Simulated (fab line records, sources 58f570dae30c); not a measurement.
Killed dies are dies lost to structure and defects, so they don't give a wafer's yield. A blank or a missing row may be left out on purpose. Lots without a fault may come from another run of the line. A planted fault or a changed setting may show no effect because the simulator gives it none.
Which tool did it? | flow berkeley_cmos170 | 14 lots, 42 wafers sampled, at 6 steps of a route of 331

WHAT THE GAUGES READ, wafer by wafer
UCB170_V1_OVL_MEAS_13.
lot  | measured     | on         | V1_OVL (nm)
L218 | day 7 14:52  | overlay-01 | -2 9 4
L217 | day 7 15:19  | overlay-02 | -9 -16 -11
L219 | day 8 03:43  | overlay-02 | 1 4 -5
L220 | day 8 11:17  | overlay-02 | -5 -7 1
L221 | day 8 11:31  | overlay-02 | -2 -3 -1
L222 | day 8 20:02  | overlay-01 | -3 -7 -4
L223 | day 9 10:07  | overlay-01 | 4 0 8
L225 | day 9 10:32  | overlay-01 | 7 0 0
L226 | day 9 10:46  | overlay-02 | 7 6 6
L230 | day 10 10:53 | overlay-02 | -8 -4 -4
L232 | day 10 19:49 | overlay-01 | -3 -6 0
L233 | day 11 00:04 | overlay-02 | 3 4 3
L234 | day 11 00:21 | overlay-01 | 6 2 2
L235 | day 11 00:47 | overlay-02 | -4 -3 0

UCB170_M3_RS_MEAS_02: measures by four-point-probe.
lot  | measured     | on            | M3_AL_RS (ohm/sq)
L218 | day 7 23:54  | film_metro-04 | 0.03258 0.03204 0.0325
L217 | day 8 00:03  | film_metro-02 | 0.03261 0.03248 0.03223
L219 | day 8 09:50  | film_metro-01 | 0.03305 0.03231 0.03256
L220 | day 8 18:15  | film_metro-02 | 0.03248 0.03227 0.03257
L221 | day 8 18:34  | film_metro-01 | 0.03182 0.03155 0.03159
L222 | day 9 02:16  | film_metro-01 | 0.03218 0.03252 0.03222
L223 | day 9 19:40  | film_metro-04 | 0.03206 0.03279 0.0324
L225 | day 9 20:56  | film_metro-04 | 0.03208 0.03228 0.03245
L226 | day 9 20:40  | film_metro-04 | 0.03906 0.03218 0.03183
L230 | day 10 20:12 | film_metro-04 | 0.03907 0.03202 0.03244
L232 | day 11 02:21 | film_metro-01 | 0.03233 0.03269 0.03209
L233 | day 11 06:37 | film_metro-04 | 0.03229 0.03227 0.03236
L234 | day 11 06:55 | film_metro-02 | 0.03227 0.03228 0.03213
L235 | day 11 07:28 | film_metro-02 | 0.03252 0.03219 0.03219

UCB170_M3_THK_MEAS_03: measures by xrf.
lot  | measured     | on            | M3_AL_THK (nm)
L218 | day 8 00:01  | film_metro-04 | 890 900 888
L217 | day 8 00:10  | film_metro-02 | 891 899 903
L219 | day 8 09:56  | film_metro-01 | 864 889 878
L220 | day 8 18:22  | film_metro-02 | 897 904 894
L221 | day 8 18:40  | film_metro-01 | 895 915 907
L222 | day 9 02:23  | film_metro-01 | 898 888 895
L223 | day 9 19:47  | film_metro-04 | 912 888 899
L225 | day 9 21:03  | film_metro-04 | 907 903 895
L226 | day 9 20:47  | film_metro-04 | 751 904 913
L230 | day 10 20:19 | film_metro-04 | 737 902 897
L232 | day 11 02:28 | film_metro-01 | 889 881 899
L233 | day 11 06:44 | film_metro-04 | 896 900 893
L234 | day 11 07:02 | film_metro-02 | 901 897 904
L235 | day 11 07:35 | film_metro-02 | 892 903 903

UCB170_M3_OVL_MEAS_16.
lot  | measured     | on         | M3_OVL (nm)
L218 | day 8 01:57  | overlay-01 | -11 -8 -12
L217 | day 8 02:11  | overlay-02 | 15 12 19
L219 | day 8 12:07  | overlay-02 | 12 5 14
L220 | day 8 20:54  | overlay-01 | -1 -5 3
L221 | day 8 21:11  | overlay-01 | 3 9 -1
L222 | day 9 04:16  | overlay-02 | -1 -6 -2
L223 | day 10 00:26 | overlay-02 | -3 -2 2
L225 | day 10 02:26 | overlay-02 | 3 9 11
L226 | day 10 01:53 | overlay-02 | 2 -2 -5
L230 | day 10 22:19 | overlay-01 | -4 4 -2
L232 | day 11 04:43 | overlay-01 | -7 -11 -10
L233 | day 11 08:43 | overlay-01 | -3 1 -4
L234 | day 11 09:04 | overlay-02 | -5 -5 -3
L235 | day 11 10:15 | overlay-02 | 3 1 -1

WHICH TOOL RAN EACH LOT (tool, then ch and the chambers of the sampled wafers, then the start)
lot  | UCB170_M3_SPUTTER_01         | UCB170_M3_STRIP_07
L218 | pvd_sputter-04, day 7 23:49  | plasma_asher-02 ch 0,1, day 8 00:32
L217 | pvd_sputter-03, day 7 23:58  | plasma_asher-01 ch 0,1, day 8 00:48
L219 | pvd_sputter-03, day 8 09:44  | plasma_asher-03 ch 0,1, day 8 10:40
L220 | pvd_sputter-04, day 8 18:10  | plasma_asher-03 ch 0,1, day 8 19:22
L221 | pvd_sputter-02, day 8 18:26  | plasma_asher-01 ch 0,1, day 8 19:49
L222 | pvd_sputter-02, day 9 02:11  | plasma_asher-01 ch 0,1, day 9 02:54
L223 | pvd_sputter-04, day 9 19:35  | plasma_asher-03 ch 0,1, day 9 21:08
L225 | pvd_sputter-04, day 9 20:50  | plasma_asher-03 ch 0,1, day 9 22:22
L226 | pvd_sputter-02, day 9 20:35  | plasma_asher-02 ch 0,1, day 9 21:56
L230 | pvd_sputter-02, day 10 20:07 | plasma_asher-03 ch 0,1, day 10 20:50
L232 | pvd_sputter-03, day 11 02:16 | plasma_asher-03 ch 0,1, day 11 03:02
L233 | pvd_sputter-04, day 11 06:32 | plasma_asher-02 ch 0,1, day 11 07:15
L234 | pvd_sputter-03, day 11 06:49 | plasma_asher-01 ch 0, day 11 07:32
L235 | pvd_sputter-04, day 11 07:23 | plasma_asher-03 ch 0, day 11 08:09
- UCB170_M3_SPUTTER_01: material Al, target thk 900 nm, time 120 s.
- UCB170_M3_STRIP_07: strips in O2.

WHAT THE TOOLS THEMSELVES READ (means of the sampled wafers that have a number; where no wafer has one, the mark that the record gives instead)
UCB170_M3_SPUTTER_01.
lot  | tool           | throttle_valve_pct (%)
L218 | pvd_sputter-04 | 29.4
L217 | pvd_sputter-03 | 30.1
L219 | pvd_sputter-03 | 30.7
L220 | pvd_sputter-04 | 28.2
L221 | pvd_sputter-02 | 30.9
L222 | pvd_sputter-02 | 30.6
L223 | pvd_sputter-04 | 29.5
L225 | pvd_sputter-04 | 29.2
L226 | pvd_sputter-02 | 30.6
L230 | pvd_sputter-02 | 30.6
L232 | pvd_sputter-03 | 30.0
L233 | pvd_sputter-04 | 29.2
L234 | pvd_sputter-03 | 30.4
L235 | pvd_sputter-04 | 29.0

UCB170_M3_STRIP_07.
lot  | tool            | drypump_motor_current_A (A) | oes_product_au (a.u.) | strip_time_to_endpoint_s (s)
L218 | plasma_asher-02 | 6.00                        | 0.739                 | 21.93
L217 | plasma_asher-01 | 5.94                        | 0.736                 | 22.00
L219 | plasma_asher-03 | 6.16                        | 0.735                 | 22.03
L220 | plasma_asher-03 | 6.18                        | 0.733                 | 21.87
L221 | plasma_asher-01 | 5.93                        | 0.732                 | 22.04
L222 | plasma_asher-01 | 6.11                        | 0.734                 | 21.82
L223 | plasma_asher-03 | 6.16                        | 0.735                 | 22.09
L225 | plasma_asher-03 | 6.10                        | 0.729                 | 21.90
L226 | plasma_asher-02 | 5.88                        | 0.737                 | 21.91
L230 | plasma_asher-03 | 6.10                        | 0.734                 | 21.89
L232 | plasma_asher-03 | 6.11                        | 0.737                 | 21.84
L233 | plasma_asher-02 | 6.01                        | 0.731                 | 21.97
L234 | plasma_asher-01 | 6.30                        | 0.734                 | 21.94
L235 | plasma_asher-03 | 6.25                        | 0.730                 | 21.93

THE ANSWER, worked out from the rows above alone
Rule: what is usual is taken from the lots themselves. Put in order of their means at a reading, lots are off if they are a third of the lots or fewer, leave a main group of 4 or more, and stand apart from it by a gap of 3 or more times the standard deviation of the main group's means; of several such gaps the widest counts. A main group whose means are all the same, to the digits that the tables above print for the reading, isn't used. A lot without any number at a reading at which 4 lots or more have one is off too. The other lots that the step has rows for count as sound. The gauges are gone through in route order, then the tools' own readings, and for those a lot's mean is taken as printed above. The first step at which some lot is off is used, and at that step the reading that is off furthest; a lot without a number counts as furthest.
Off: L226, L230, at UCB170_M3_RS_MEAS_02 (M3_AL_RS). The main group: mean 0.03231 ohm/sq, standard deviation 0.00022.
A tool fits if, at a process step before that reading, it ran every lot that is off, and no sound lot after the first of them. The gauges at UCB170_M3_RS_MEAS_02 are tried like those tools. One fits: pvd_sputter-02 at UCB170_M3_SPUTTER_01. Its last sound lot is L222 (day 9 02:11), its first lot that is off L226 (day 9 20:35): a fault that began between those two fits.

WHAT THE SIMULATOR HAD PUT IN
Process parameter drift: pvd_sputter-02, from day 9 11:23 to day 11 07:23, at UCB170_M3_SPUTTER_01. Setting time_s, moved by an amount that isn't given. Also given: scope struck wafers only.
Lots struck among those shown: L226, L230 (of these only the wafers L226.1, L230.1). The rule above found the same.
